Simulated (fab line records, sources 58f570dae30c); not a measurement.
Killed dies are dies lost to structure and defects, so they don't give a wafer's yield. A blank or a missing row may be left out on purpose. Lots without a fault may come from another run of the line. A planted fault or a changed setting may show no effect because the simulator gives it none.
Split-lot experiment | flow berkeley_cmos170 | 5 lots, 23 wafers read, on a route of 331 steps

THE SPLIT
At UCB170_V2_CMP_02 (polishes SiO2), the setting leave_above_ref_nm was moved away from the recipe's 1000 nm on 5 of the 23 wafers read, by -3.5% to +6.6%. The other wafers ran this setting at the recipe's value.

The file shows no step between the split and the reading.

THE READING
V2_POLISHED_THK, in nm, at UCB170_V2_THK_MEAS_04. Fault-free wafers of this fab line usually give 999.9 nm, standard deviation 0.96 nm.

wafer  | tool, chamber at the split | leave_above_ref_nm as run, nm | against the recipe | V2_POLISHED_THK, nm | against lot-mates on the recipe
L074.1 | cmp-02, 1                  | 965.1                         | -3.5%              | 965.5               | -34.3
L074.3 | cmp-02, 2                  | 965.1                         | -3.5%              | 965.8               | -34.0
L074.4 | cmp-02, 0                  | 1000                          | recipe             | 1000.1              | -
L074.5 | cmp-02, 3                  | 965.1                         | -3.5%              | 965.5               | -34.3
L074.6 | cmp-02, 0                  | 1000                          | recipe             | 999.5               | -
L076.2 | cmp-02, 1                  | 1000                          | recipe             | 999.0               | -
L076.3 | cmp-02, 0                  | 1000                          | recipe             | 999.7               | -
L076.4 | cmp-02, 3,3,0              | 1000                          | recipe             | 998.2               | -
L076.5 | cmp-02, 3,3,0              | 1000                          | recipe             | 997.4               | -
L076.6 | cmp-02, 3,3,0              | 1000                          | recipe             | 999.2               | -
L075.1 | cmp-01, 3,0                | 1000                          | recipe             | 1000.6              | -
L075.3 | cmp-01, 1                  | 1066                          | +6.6%              | 1064.8              | +64.6
L075.4 | cmp-01, 2                  | 1066                          | +6.6%              | 1065.5              | +65.3
L075.5 | cmp-01, 3,0                | 1000                          | recipe             | 1000.8              | -
L075.6 | cmp-01, 3                  | 1000                          | recipe             | 999.1               | -
L081.2 | cmp-01, 0,2                | 1000                          | recipe             | 1000.6              | -
L081.3 | cmp-01, 3                  | 1000                          | recipe             | 999.4               | -
L081.4 | cmp-01, 0,2                | 1000                          | recipe             | 1000.7              | -
L085.1 | cmp-02, 2                  | 1000                          | recipe             | 999.5               | -
L085.2 | cmp-02, 3                  | 1000                          | recipe             | 999.4               | -
L085.3 | cmp-02, 1                  | 1000                          | recipe             | 998.2               | -
L085.4 | cmp-02, 0                  | 1000                          | recipe             | 1000.0              | -
L085.6 | cmp-02, 0                  | 1000                          | recipe             | 1001.0              | -
Where a row lists several chambers, the file gives one row for several wafers and doesn't say which wafer went through which chamber.

THE FIT
A straight line over all 23 wafers: V2_POLISHED_THK changes by +9.87 nm for each +1% of leave_above_ref_nm; r = +1.00; the points scatter about the line by 0.92 nm.
The same after taking each lot's own level away (the mean of its wafers on the recipe; 23 wafers): +9.83 nm for each +1%; r = +1.00; scatter 0.71 nm.
On that fit, the largest move of leave_above_ref_nm shifts the reading by 65 nm.
The lots' own levels span 998.70 to 1000.23 nm, that is 1.6 times the standard deviation above.
So the lot-to-lot level changes the slope little: the two slopes agree.
Check: with one of the wafers moved furthest among these (+6.6%) left out of the fit, the line predicts +65.1 nm for it against its lot-mates. It came out at +64.6 nm against them.

OTHER SPLITS ON THESE WAFERS
These wafers also went through other splits before the reading. Each is held against what the fit with the lots' levels taken away leaves over:
other split on the same wafers | wafers away from the commonest value | r with V2_POLISHED_THK (lot level and that fit taken away)
UCB170_CONTACT_ETCH_17 bias_w  | 6                                    | -0.29
UCB170_V1_PEB_10 peb_temp_c    | 9                                    | -0.34
UCB170_M2_SPUTTER_01 time_s    | 4                                    | +0.01
UCB170_M2_SOFTBAKE_11 time_s   | 5                                    | -0.12

THE WHOLE CHAIN: every reading that the file lists as answering this split, in the file's order
step                  | what it does                                                              | reading                                                                   | change (the file's fit)              | r (the file's)
UCB170_V2_CMP_02      | polishes SiO2                                                             | SiO2_of_V2_CVD_00.thk_nm (the simulator's own value, which no gauge read) | +9.93 nm for each +1% of the setting | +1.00
UCB170_V2_THK_MEAS_04 |                                                                           | V2_POLISHED_THK                                                           | +9.84 for each +1% of the setting    | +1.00
UCB170_V2_ETCH_14     | etches SiO2 in CHF3/CF4/Ar, stops on Al, target depth 1250 nm, time 291 s | etch.depth_nm (the simulator's own value, which no gauge read)            | +9.93 nm for each +1% of the setting | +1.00
UCB170_V2_ETCH_14     | etches SiO2 in CHF3/CF4/Ar, stops on Al, target depth 1250 nm, time 291 s | V2.feature_depth_nm (the simulator's own value, which no gauge read)      | +9.95 nm for each +1% of the setting | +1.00

THE FILE'S OWN FIT
V2_POLISHED_THK changes by +9.84 nm for each +1% of leave_above_ref_nm, r = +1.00.
